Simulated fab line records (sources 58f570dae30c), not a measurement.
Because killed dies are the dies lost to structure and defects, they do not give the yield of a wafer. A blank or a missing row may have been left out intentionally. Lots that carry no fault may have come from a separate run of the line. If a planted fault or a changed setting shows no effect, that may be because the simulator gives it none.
fab line records	flow berkeley_cmos170	part 1 of 2: steps 1 to 32 of 44
[record] lots = 5	wafers = 15	last_day = 13
route steps=331 shown PFIELD@83 FIELD@89 SACOX@97 SCREENOX@100 NVT@104 PVT@115 GATE@125
lots that met no fault: taken from a fault-free run of the same line
start_h: start of the lot's first displayed wafer, in hours after the record's first day	wait_h: hours from the lot's prior step to this one	" identical to the entry in the row above	L1.1+2: a single row standing in for several wafers	- value missing, or start not given	* or withheld: withheld	< > ~ a bound
route shown NAME@n: a module of which the file shows steps, and the number in the route of the first	usual: mean/standard deviation of fault-free wafers	same: alike in all rows	chamber/n: place in a boat	sites: readings site by site	_std_site: standard deviation across them	_edge_site: the outer-site mean with the inner-site mean subtracted	radius_mm: for every site, how far away it sits from the centre of the wafer	mask NAME#n: copy n	behind: the last tool/chamber to shape the wafer	hold: why the lot went on hold/how many hours it stayed there/how the hold came to an end	device: the n, p or np transistor that did not switch	end of line: the tests these same wafers got at the end of their route	a step without rows: its recipe alone	killed: count of dies lost to structure and defects at first sort (not the wafer's yield)	map: the dies of a wafer, with x for killed, . for not killed, _ for no die there
set.NAME: setting as actually run; set.NAME@STEP: the setting as run at that earlier step	model.NAME: the simulator's own value behind a step, which no gauge read
a table for each step, a row for each wafer; lots at some steps of the route
services: from which hour (start_h, from the record's first day; less than 0 if before it) a tool's chamber was out of use, for how many hours, and why
[[steps]]
[step UCB170_PFIELD_PEB_04]
[recipe] peb_temp_c = 130	peb_time_s = withheld	resist = KrF
lot.wafer	tool	chamber	start_h	wait_h
L075.4+5+6	litho_track-02	0	104.29	0.9
L081.1+2+3	litho_track-01	0	125.11	0.2
L085.3+4+5	litho_track-02	0	145.98	0.3
L083.1+2+3	litho_track-01	0	146.07	0.1
L095.2+4+6	litho_track-03	0	208.42	1.0
[step UCB170_PFIELD_DEVELOP_05]
[recipe] developer = TMAH	develop_time_s = 45	resist = KrF	dev_temp_c = 21
lot.wafer	tool	chamber	start_h	wait_h
L075.4+5+6	litho_track-02	0	-	-
L081.1+2+3	litho_track-01	0	-	-
L085.3+4+5	litho_track-02	0	-	-
L083.1+2+3	litho_track-01	0	-	-
L095.2+4+6	litho_track-03	0	-	-
[step UCB170_PFIELD_OVL_MEAS_06]
[usual] PFIELD_OVL = -2/3.9
lot.wafer	tool	chamber	start_h	wait_h	PFIELD_OVL[nm]
L075.4	overlay-01	-	104.51	-	-4
L075.5	"	-	"	"	0
L075.6	"	-	"	"	-7
L081.1	overlay-01	-	125.39	-	-5
L081.2	"	-	"	"	-5
L081.3	"	-	"	"	2
L085.3	overlay-01	-	146.22	-	-3
L085.4	"	-	"	"	-2
L085.5	"	-	"	"	4
L083.1	overlay-02	-	146.35	-	0
L083.2	"	-	"	"	-6
L083.3	"	-	"	"	-3
L095.2	overlay-01	-	208.68	-	-4
L095.4	"	-	"	"	-4
L095.6	"	-	"	"	3
[step UCB170_PFIELD_IMPLANT_07]
[recipe] species = B	dose_cm2 = 2e+13	energy_kev = 80	tilt_deg = 7
[usual] tilt_deg = 7.000/0.021
lot.wafer	tool	chamber	start_h	wait_h	tilt_deg
L075.4	implanter-02	0	104.60	0.1	6.996
L075.5	"	0	"	"	7.035
L075.6	"	0	"	"	7.004
L081.1	implanter-01	0	125.42	0.0	6.961
L081.2	"	0	"	"	6.990
L081.3	"	0	"	"	6.981
L085.3	implanter-02	0	146.29	0.1	6.986
L085.4	"	0	"	"	6.986
L085.5	"	0	"	"	6.988
L083.1	implanter-01	0	146.38	0.0	6.994
L083.2	"	0	"	"	7.017
L083.3	"	0	"	"	6.970
L095.2	implanter-01	0	208.73	0.0	7.049
L095.4	"	0	"	"	7.053
L095.6	"	0	"	"	7.037
[step UCB170_PFIELD_STRIP_08]
[recipe] chemistry = O2	power_w = 400	pressure_mtorr = 3500	platen_temp_c = withheld	o2_flow_sccm = 400	overash_fraction = 0.5
[usual] drypump_motor_current_A = 5.6/0.42	oes_product_au = 0.735/0.0047	strip_time_to_endpoint_s = 21.63/0.065
lot.wafer	tool	chamber	start_h	wait_h	drypump_motor_current_A	oes_product_au	rf_hours_counter_h	strip_time_to_endpoint_s
L075.4	plasma_asher-03	0	104.71	0.1	6.0	0.740	-	21.66
L075.5	"	0	"	"	6.0	0.736	-	21.61
L075.6	"	1	"	"	4.9	0.740	-	21.60
L081.1	plasma_asher-03	0	125.57	0.1	6.0	0.729	32	21.68
L081.2	"	1	"	"	4.8	0.732	32	21.71
L081.3	"	1	"	"	4.9	0.746	-	21.73
L085.3	plasma_asher-03	0	146.43	0.1	5.9	0.733	-	21.64
L085.4	"	1	"	"	4.8	0.734	-	21.65
L085.5	"	0	"	"	5.9	0.730	-	21.64
L083.1	plasma_asher-01	0	146.53	0.1	5.4	0.725	42	21.63
L083.2	"	1	"	"	5.7	0.734	42	21.65
L083.3	"	0	"	"	5.4	0.739	-	21.67
L095.2	plasma_asher-03	0	208.86	0.1	6.0	0.735	40	21.63
L095.4	"	1	"	"	4.9	0.725	-	21.60
L095.6	"	1	"	"	4.9	0.735	-	21.69
[step UCB170_PFIELD_TW_MEAS_09]
[usual] PFIELD_TW = 601/3.3
lot.wafer	tool	chamber	start_h	wait_h	PFIELD_TW
L075.4	film_metro-01	-	104.81	0.1	603
L075.5	"	-	"	"	603
L075.6	"	-	"	"	607
L081.1	film_metro-01	-	125.67	0.1	603
L081.2	"	-	"	"	604
L081.3	"	-	"	"	606
L085.3	film_metro-04	-	146.51	0.1	599
L085.4	"	-	"	"	593
L085.5	"	-	"	"	596
L083.1	film_metro-01	-	146.63	0.1	603
L083.2	"	-	"	"	603
L083.3	"	-	"	"	600
L095.2	film_metro-01	-	208.97	0.1	601
L095.4	"	-	"	"	600
L095.6	"	-	"	"	600
[step UCB170_FIELD_CLEAN_00]
[recipe] chemistry = dHF	dilution = 25:1	time_s = 7.5
lot.wafer	tool	chamber	start_h	wait_h
L075.4+5+6	wet_bench-03	3	104.84	0.0
L081.1+2+3	wet_bench-01	1	125.73	0.1
L085.3+4+5	wet_bench-03	2	146.55	0.0
L083.1+2+3	wet_bench-02	1	146.69	0.1
L095.2+4+6	wet_bench-03	2	209.02	0.0
[step UCB170_FIELD_OXIDATION_01]
[recipe] temp_c = 1000	ambient = H2O	p_h2o_torr = 584.62	target_thk_a = 5583	ox_time_s = 7200
[usual] spike_tc_centre_C = 1001.6/1.1
lot.wafer	tool	chamber	start_h	wait_h	spike_tc_centre_C
L075.4	furnace-04	0	110.08	5.2	1003.2
L075.5	"	0	"	"	1003.2
L075.6	"	0	"	"	1004.1
L081.1	furnace-01	0	130.97	5.2	1001.4
L081.2	"	0	"	"	1000.2
L081.3	"	0	"	"	1001.8
L083.1	furnace-01	0	153.12	6.4	999.7
L083.2	"	0	"	"	1001.7
L083.3	"	0	"	"	1003.2
L085.3	furnace-01	0	153.12	6.6	1001.0
L085.4	"	0	"	"	1001.7
L085.5	"	0	"	"	1000.5
L095.2	furnace-04	0	212.25	3.2	1002.8
L095.4	"	0	"	"	1002.5
L095.6	"	0	"	"	1001.7
[step UCB170_FIELD_THK_MEAS_02]
[recipe] reads = SiO2_of_FIELD_OXIDATION_01
[usual] FIELD_OXIDE_THK = 557/12
lot.wafer	tool	chamber	start_h	wait_h	FIELD_OXIDE_THK[nm]
L075.4	film_metro-01	-	113.11	0.0	552
L075.5	"	-	"	"	555
L075.6	"	-	"	"	552
L081.1	film_metro-04	-	133.97	0.0	572
L081.2	"	-	"	"	569
L081.3	"	-	"	"	562
L083.1	film_metro-01	-	156.12	0.0	573
L083.2	"	-	"	"	570
L083.3	"	-	"	"	571
L085.3	film_metro-04	-	156.14	0.0	546
L085.4	"	-	"	"	551
L085.5	"	-	"	"	546
L095.2	film_metro-01	-	215.26	0.0	559
L095.4	"	-	"	"	547
L095.6	"	-	"	"	556
[step UCB170_FIELD_ANNEAL_03]
[recipe] temp_c = 1000	time_s = 1200	ambient = N2
[usual] spike_tc_centre_C = 1001.7/1.3
lot.wafer	tool	chamber	start_h	wait_h	spike_tc_centre_C
L075.4	furnace-04	0	115.58	2.5	1005.0
L075.5	"	0	"	"	1002.7
L075.6	"	0	"	"	1003.6
L081.1	furnace-02	0	136.89	2.9	999.8
L081.2	"	0	"	"	1002.2
L081.3	"	0	"	"	1000.2
L083.1	furnace-01	0	163.23	7.1	1000.4
L083.2	"	0	"	"	999.8
L083.3	"	0	"	"	1000.1
L085.3	furnace-01	0	163.23	7.1	1000.9
L085.4	"	0	"	"	1002.2
L085.5	"	0	"	"	1001.7
L095.2	furnace-01	0	218.22	3.0	1002.4
L095.4	"	0	"	"	999.7
L095.6	"	0	"	"	999.0
[step UCB170_FIELD_WET_ETCH_04]
[recipe] chemistry = dHF	dilution = 10:1	target = SiO2	temp_c = 25	time_s = 60
lot.wafer	tool	chamber	start_h	wait_h
L075.4+5+6	wet_bench-03	3	116.91	0.0
L081.1+2+3	wet_bench-03	1	138.23	0.0
L083.1+2+3	wet_bench-03	3	164.58	0.0
L085.3+4+5	wet_bench-03	1	164.58	0.0
L095.2+4+6	wet_bench-03	2	219.55	0.0
[step UCB170_FIELD_WET_ETCH_05]
[recipe] chemistry = H3PO4	target = Si3N4	temp_c = 160	time_s = 12600
lot.wafer	tool	chamber	start_h	wait_h
L075.4+5+6	wet_bench-03	2	116.94	0.0
L081.1+2+3	wet_bench-03	0	138.44	0.2
L083.1+2+3	wet_bench-03	2	164.60	0.0
L085.3+4+5	wet_bench-03	1	164.60	0.0
L095.2+4+6	wet_bench-02	2	219.64	0.1
[step UCB170_FIELD_WET_ETCH_06]
[recipe] chemistry = BOE	dilution = 5:1	target = SiO2	temp_c = 25	time_s = 22
lot.wafer	tool	chamber	start_h	wait_h
L075.4+5+6	wet_bench-03	0	120.45	0.0
L081.1+2+3	wet_bench-01	1	142.02	0.1
L083.1+2+3	wet_bench-03	1	168.11	0.0
L085.3+4+5	wet_bench-03	2	168.11	0.0
L095.2+4+6	wet_bench-03	3	223.14	0.0
[step UCB170_FIELD_THK_MEAS_90]
[recipe] reads = SiO2_of_FIELD_OXIDATION_01
[usual] FIELD_OXIDE_LEFT_1_THK = 441/12
lot.wafer	tool	chamber	start_h	wait_h	FIELD_OXIDE_LEFT_1_THK[nm]
L075.4	film_metro-04	-	120.49	0.0	436
L075.5	"	-	"	"	440
L075.6	"	-	"	"	436
L081.1	film_metro-01	-	142.04	0.0	456
L081.2	"	-	"	"	452
L081.3	"	-	"	"	445
L083.1	film_metro-03	-	168.13	0.0	457
L083.2	"	-	"	"	452
L083.3	"	-	"	"	454
L085.3	film_metro-04	-	168.15	0.0	429
L085.4	"	-	"	"	434
L085.5	"	-	"	"	430
L095.2	film_metro-04	-	223.17	0.0	443
L095.4	"	-	"	"	432
L095.6	"	-	"	"	441
[step UCB170_SACOX_CLEAN_00]
[recipe] chemistry = dHF	dilution = 25:1	time_s = 7.5
lot.wafer	tool	chamber	start_h	wait_h
L075.4+5+6	wet_bench-03	2	120.52	0.0
L081.1+2+3	wet_bench-01	3	142.10	0.1
L083.1+2+3	wet_bench-04	1	168.19	0.1
L085.3+4+5	wet_bench-04	3	168.19	0.0
L095.2+4+6	wet_bench-03	0	223.22	0.0
[step UCB170_SACOX_OXIDATION_01]
[recipe] temp_c = 900	ambient = O2	target_thk_a = 144	ox_time_s = 2400
[usual] spike_tc_centre_C = 901.8/1.2
lot.wafer	tool	chamber	start_h	wait_h	spike_tc_centre_C
L075.4	furnace-01	0	127.97	7.4	902.7
L075.5	"	0	"	"	900.6
L075.6	"	0	"	"	902.4
L081.1	furnace-01	0	142.18	0.1	902.5
L081.2	"	0	"	"	900.1
L081.3	"	0	"	"	900.9
L083.1	furnace-04	0	175.70	7.5	902.1
L083.2	"	0	"	"	903.6
L083.3	"	0	"	"	903.6
L085.3	furnace-04	0	175.70	7.5	902.2
L085.4	"	0	"	"	901.9
L085.5	"	0	"	"	903.2
L095.2	furnace-01	0	226.05	2.8	901.8
L095.4	"	0	"	"	900.7
L095.6	"	0	"	"	900.1
[step UCB170_SACOX_THK_MEAS_02]
[recipe] reads = SiO2_of_SACOX_OXIDATION_01
[usual] SACOX_OXIDE_THK = 14.3/0.31
lot.wafer	tool	chamber	start_h	wait_h	SACOX_OXIDE_THK[nm]
L075.4	film_metro-03	-	129.66	0.0	14.5
L075.5	"	-	"	"	14.4
L075.6	"	-	"	"	14.2
L081.1	film_metro-03	-	143.91	0.1	14.4
L081.2	"	-	"	"	14.4
L081.3	"	-	"	"	14.6
L083.1	film_metro-03	-	177.36	0.0	14.5
L083.2	"	-	"	"	14.2
L083.3	"	-	"	"	14.2
L085.3	film_metro-01	-	177.38	0.0	14.1
L085.4	"	-	"	"	14.1
L085.5	"	-	"	"	14.2
L095.2	film_metro-02	-	227.78	0.1	14.4
L095.4	"	-	"	"	14.6
L095.6	"	-	"	"	14.4
[step UCB170_SCREENOX_WET_ETCH_00]
[recipe] chemistry = dHF	dilution = 25:1	target = SiO2	temp_c = 25	time_s = 200
lot.wafer	tool	chamber	start_h	wait_h
L075.4+5+6	wet_bench-03	1	129.69	0.0
L081.1+2+3	wet_bench-04	0	143.97	0.1
L083.1+2+3	wet_bench-03	3	177.42	0.1
L085.3+4+5	wet_bench-03	2	177.42	0.0
L095.2+4+6	wet_bench-03	3	227.83	0.0
[step UCB170_SCREENOX_OXIDATION_01]
[recipe] temp_c = 900	ambient = O2	target_thk_a = 144	ox_time_s = 2400
[usual] spike_tc_centre_C = 901.6/1.3
lot.wafer	tool	chamber	start_h	wait_h	spike_tc_centre_C
L075.4	furnace-01	0	135.32	5.5	899.7
L075.5	"	0	"	"	902.0
L075.6	"	0	"	"	900.9
L081.1	furnace-04	0	149.05	4.9	903.6
L081.2	"	0	"	"	900.2
L081.3	"	0	"	"	902.7
L083.1	furnace-04	0	183.05	5.6	901.0
L083.2	"	0	"	"	901.3
L083.3	"	0	"	"	903.2
L085.3	furnace-04	0	183.05	5.6	902.2
L085.4	"	0	"	"	901.4
L085.5	"	0	"	"	903.8
L095.2	furnace-02	0	232.77	4.9	901.1
L095.4	"	0	"	"	901.0
L095.6	"	0	"	"	901.7
[step UCB170_SCREENOX_THK_MEAS_02]
[recipe] reads = SiO2_of_SCREENOX_OXIDATION_01
[usual] SCREENOX_OXIDE_THK = 14.31/0.29
lot.wafer	tool	chamber	start_h	wait_h	SCREENOX_OXIDE_THK[nm]
L075.4	film_metro-02	-	137.01	0.0	14.27
L075.5	"	-	"	"	14.28
L075.6	"	-	"	"	14.27
L081.1	film_metro-02	-	150.77	0.1	14.65
L081.2	"	-	"	"	14.21
L081.3	"	-	"	"	14.19
L083.1	film_metro-04	-	184.71	0.0	13.78
L083.2	"	-	"	"	13.86
L083.3	"	-	"	"	13.84
L085.3	film_metro-03	-	184.73	0.0	14.46
L085.4	"	-	"	"	14.45
L085.5	"	-	"	"	14.29
L095.2	film_metro-03	-	234.45	0.0	14.60
L095.4	"	-	"	"	14.41
L095.6	"	-	"	"	14.62
[step UCB170_SCREENOX_ANNEAL_03]
[recipe] temp_c = 900	time_s = 900	ambient = N2
[usual] spike_tc_centre_C = 901.2/1.3
lot.wafer	tool	chamber	start_h	wait_h	spike_tc_centre_C
L075.4	furnace-01	0	139.58	2.6	901.4
L075.5	"	0	"	"	900.2
L075.6	"	0	"	"	901.2
L081.1	furnace-04	0	160.03	9.2	902.5
L081.2	"	0	"	"	903.5
L081.3	"	0	"	"	901.9
L083.1	furnace-01	0	190.83	6.1	900.0
L083.2	"	0	"	"	901.0
L083.3	"	0	"	"	901.6
L085.3	furnace-01	0	190.83	6.1	902.7
L085.4	"	0	"	"	900.1
L085.5	"	0	"	"	900.1
L095.2	furnace-01	0	236.40	1.9	902.2
L095.4	"	0	"	"	899.7
L095.6	"	0	"	"	899.5
[step UCB170_NVT_HMDS_00]
[recipe] prime_time_s = 60	prime_temp_c = 100
lot.wafer	tool	chamber	start_h	wait_h
L075.4+5+6	litho_track-01	0	140.91	0.1
L081.1+2+3	litho_track-02	0	161.55	0.3
L083.1+2+3	litho_track-02	0	192.08	0.0
L085.3+4+5	litho_track-01	0	192.13	0.1
L095.2+4+6	litho_track-01	0	238.50	0.8
[step UCB170_NVT_COAT_01]
[recipe] resist = KrF	spin_rpm = 1500	resist_thk_nm = 900
[usual] spin_speed_rpm = 1500.0/0.83
lot.wafer	tool	chamber	start_h	wait_h	spin_speed_rpm
L075.4	litho_track-01	0	141.06	0.1	1499.5
L075.5	"	0	"	"	1499.7
L075.6	"	0	"	"	1499.2
L081.1	litho_track-02	0	161.70	0.1	1500.2
L081.2	"	0	"	"	1499.3
L081.3	"	0	"	"	1501.5
L083.1	litho_track-02	0	192.23	0.1	1500.8
L083.2	"	0	"	"	1499.4
L083.3	"	0	"	"	1500.6
L085.3	litho_track-01	0	192.28	0.1	1500.9
L085.4	"	0	"	"	1500.6
L085.5	"	0	"	"	1500.7
L095.2	litho_track-01	0	238.65	0.1	1498.9
L095.4	"	0	"	"	1500.8
L095.6	"	0	"	"	1499.2
[step UCB170_NVT_SOFTBAKE_02]
[recipe] resist = KrF	temp_c = 130	time_s = 60
lot.wafer	tool	chamber	start_h	wait_h
L075.4+5+6	litho_track-01	0	141.21	0.1
L081.1+2+3	litho_track-02	0	161.85	0.1
L083.1+2+3	litho_track-02	0	192.38	0.1
L085.3+4+5	litho_track-01	0	192.43	0.1
L095.2+4+6	litho_track-01	0	238.80	0.1
[step UCB170_NVT_EXPOSE_03]
[recipe] mask_id = PWELL	target_cd_nm = 3000	na = 0.5	sigma_outer = 0.6	source_shape = conventional	dose_mj = 30
[usual] focus_offset_nm = 0.1/0.52
lot.wafer	tool	chamber	start_h	wait_h	mask	focus_offset_nm
L075.4	krf_scanner-01	0	141.55	0.3	PWELL#0	0.7
L075.5	"	0	"	"	PWELL#0	0.7
L075.6	"	0	"	"	PWELL#0	0.6
L081.1	krf_scanner-02	0	162.00	0.1	PWELL#0	-0.1
L081.2	"	0	"	"	PWELL#0	-0.1
L081.3	"	0	"	"	PWELL#0	0.5
L085.3	krf_scanner-02	0	192.82	0.4	PWELL#0	0.1
L085.4	"	0	"	"	PWELL#0	0.0
L085.5	"	0	"	"	PWELL#0	0.0
L083.1	krf_scanner-01	0	193.02	0.6	PWELL#0	0.7
L083.2	"	0	"	"	PWELL#0	0.2
L083.3	"	0	"	"	PWELL#0	0.4
L095.2	krf_scanner-02	0	239.06	0.2	PWELL#0	-0.4
L095.4	"	0	"	"	PWELL#0	0.8
L095.6	"	0	"	"	PWELL#0	0.5
[step UCB170_NVT_PEB_04]
[recipe] peb_temp_c = 130	peb_time_s = withheld	resist = KrF
lot.wafer	tool	chamber	start_h	wait_h
L075.4+5+6	litho_track-01	0	141.68	0.1
L081.1+2+3	litho_track-04	0	162.12	0.1
L085.3+4+5	litho_track-04	0	192.94	0.1
L083.1+2+3	litho_track-01	0	193.13	0.1
L095.2+4+6	litho_track-01	0	239.67	0.6
[step UCB170_NVT_DEVELOP_05]
[recipe] developer = TMAH	develop_time_s = 45	resist = KrF	dev_temp_c = 21
lot.wafer	tool	chamber	start_h	wait_h
L075.4+5+6	litho_track-01	0	-	-
L081.1+2+3	litho_track-04	0	-	-
L085.3+4+5	litho_track-04	0	-	-
L083.1+2+3	litho_track-01	0	-	-
L095.2+4+6	litho_track-01	0	-	-
[step UCB170_NVT_OVL_MEAS_06]
[usual] NVT_OVL = 3/6.4
lot.wafer	tool	chamber	start_h	wait_h	NVT_OVL[nm]
L075.4	overlay-02	-	141.90	-	4
L075.5	"	-	"	"	1
L075.6	"	-	"	"	-1
L081.1	overlay-02	-	162.40	-	-2
L081.2	"	-	"	"	-2
L081.3	"	-	"	"	0
L085.3	overlay-01	-	193.18	-	-8
L085.4	"	-	"	"	-2
L085.5	"	-	"	"	-4
L083.1	overlay-02	-	193.41	-	0
L083.2	"	-	"	"	8
L083.3	"	-	"	"	6
L095.2	overlay-01	-	239.93	-	-1
L095.4	"	-	"	"	-2
L095.6	"	-	"	"	0
[step UCB170_NVT_IMPLANT_07]
[recipe] species = BF2	dose_cm2 = 3e+12	energy_kev = 50	tilt_deg = 7
[usual] tilt_deg = 7.003/0.021
lot.wafer	tool	chamber	start_h	wait_h	tilt_deg
L075.4	implanter-04	0	141.99	0.1	7.019
L075.5	"	0	"	"	7.017
L075.6	"	0	"	"	7.027
L081.1	implanter-04	0	162.43	0.0	7.040
L081.2	"	0	"	"	7.074
L081.3	"	0	"	"	7.032
L085.3	implanter-04	0	193.25	0.1	6.993
L085.4	"	0	"	"	6.981
L085.5	"	0	"	"	6.995
L083.1	implanter-01	0	193.45	0.0	6.999
L083.2	"	0	"	"	6.993
L083.3	"	0	"	"	7.011
L095.2	implanter-04	0	239.98	0.0	6.959
L095.4	"	0	"	"	6.994
L095.6	"	0	"	"	6.967
[step UCB170_NVT_STRIP_08]
[recipe] chemistry = O2	power_w = 400	pressure_mtorr = 3500	platen_temp_c = withheld	o2_flow_sccm = 400	overash_fraction = 0.5
[usual] drypump_motor_current_A = 5.6/0.36	oes_product_au = 0.735/0.004	strip_time_to_endpoint_s = 21.61/0.072
lot.wafer	tool	chamber	start_h	wait_h	drypump_motor_current_A	oes_product_au	rf_hours_counter_h	strip_time_to_endpoint_s
L075.4	plasma_asher-02	1	142.10	0.1	5.7	0.739	-	21.68
L075.5	"	1	"	"	5.7	0.733	-	21.65
L075.6	"	0	"	"	5.9	0.738	-	21.73
L081.1	plasma_asher-02	0	162.58	0.1	5.9	0.735	5	21.61
L081.2	"	1	"	"	5.7	0.741	5	21.62
L081.3	"	1	"	"	5.7	0.730	-	21.57
L085.3	plasma_asher-02	1	193.39	0.1	5.7	0.741	-	21.71
L085.4	"	0	"	"	5.9	0.732	-	21.73
L085.5	"	1	"	"	5.8	0.734	-	21.71
L083.1	plasma_asher-01	1	193.60	0.1	5.8	0.740	46	21.63
L083.2	"	0	"	"	5.4	0.732	46	21.61
L083.3	"	1	"	"	5.7	0.734	-	21.60
L095.2	plasma_asher-02	0	240.11	0.1	5.9	0.731	13	21.64
L095.4	"	1	"	"	5.7	0.730	-	21.71
L095.6	"	1	"	"	5.7	0.725	-	21.67
[step UCB170_NVT_TW_MEAS_09]
[usual] NVT_TW = 524/3.3
lot.wafer	tool	chamber	start_h	wait_h	NVT_TW
L075.4	film_metro-01	-	142.20	0.1	526
L075.5	"	-	"	"	525
L075.6	"	-	"	"	525
L081.1	film_metro-02	-	162.68	0.1	526
L081.2	"	-	"	"	527
L081.3	"	-	"	"	523
L085.3	film_metro-01	-	193.47	0.1	523
L085.4	"	-	"	"	524
L085.5	"	-	"	"	526
L083.1	film_metro-02	-	193.70	0.1	527
L083.2	"	-	"	"	524
L083.3	"	-	"	"	524
L095.2	film_metro-02	-	240.22	0.1	528
L095.4	"	-	"	"	529
L095.6	"	-	"	"	528
[step UCB170_NVT_CLEAN_10]
[recipe] chemistry = SPM	temp_c = 120	time_s = 600
lot.wafer	tool	chamber	start_h	wait_h
L075.4+5+6	wet_bench-01	1	142.23	0.0
L081.1+2+3	wet_bench-04	1	162.82	0.1
L083.1+2+3	wet_bench-04	1	195.02	1.3
L085.3+4+5	wet_bench-04	2	195.02	1.5
L095.2+4+6	wet_bench-01	3	240.54	0.3
